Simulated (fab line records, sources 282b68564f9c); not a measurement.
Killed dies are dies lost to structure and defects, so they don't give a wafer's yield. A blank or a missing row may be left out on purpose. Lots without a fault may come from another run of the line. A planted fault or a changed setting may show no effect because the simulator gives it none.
Which tool did it? | flow rit_cmos | 14 lots, 42 wafers sampled, at 1 step of a route of 202

WHAT THE GAUGES READ, wafer by wafer
RIT_FOX2_THK_MEAS_01.
lot  | measured    | on            | FOX2_OXIDE_THK (nm)
L569 | day 1 19:28 | film_metro-03 | 354 354 352
L570 | day 2 00:13 | film_metro-04 | 360 361 361
L571 | day 2 04:23 | film_metro-04 | 355 352 353
L572 | day 2 10:05 | film_metro-04 | 358 357 350
L573 | day 2 14:20 | film_metro-04 | 353 356 352
L574 | day 2 19:31 | film_metro-03 | 350 352 352
L575 | day 3 00:30 | film_metro-04 | 349 343 346
L576 | day 3 05:28 | film_metro-03 | 348 349 345
L584 | day 4 21:26 | film_metro-04 | 342 346 349
L585 | day 5 02:29 | film_metro-02 | 353 348 349
L588 | day 5 19:10 | film_metro-02 | 334 337 340
L589 | day 5 22:31 | film_metro-04 | 354 358 353
L590 | day 6 09:02 | film_metro-03 | 347 350 349
L591 | day 6 10:22 | film_metro-03 | 346 350 354

WHICH TOOL RAN EACH LOT (tool, then ch and the chambers of the sampled wafers, then the start)
The record holds no process step before these readings.

WHAT THE TOOLS THEMSELVES READ (means of the sampled wafers that have a number; where no wafer has one, the mark that the record gives instead)
The record holds no such reading with a usual standard deviation.

THE ANSWER, worked out from the rows above alone
Rule: what is usual is taken from the lots themselves. Put in order of their means at a reading, lots are off if they are a third of the lots or fewer, leave a main group of 4 or more, and stand apart from it by a gap of 3 or more times the standard deviation of the main group's means; of several such gaps the widest counts. A main group whose means are all the same, to the digits that the tables above print for the reading, isn't used. A lot without any number at a reading at which 4 lots or more have one is off too. The other lots that the step has rows for count as sound. The gauges are gone through in route order, then the tools' own readings, and for those a lot's mean is taken as printed above. The first step at which some lot is off is used, and at that step the reading that is off furthest; a lot without a number counts as furthest.
No lot is off at any reading shown: from this, nothing can be told.

WHAT THE SIMULATOR HAD PUT IN
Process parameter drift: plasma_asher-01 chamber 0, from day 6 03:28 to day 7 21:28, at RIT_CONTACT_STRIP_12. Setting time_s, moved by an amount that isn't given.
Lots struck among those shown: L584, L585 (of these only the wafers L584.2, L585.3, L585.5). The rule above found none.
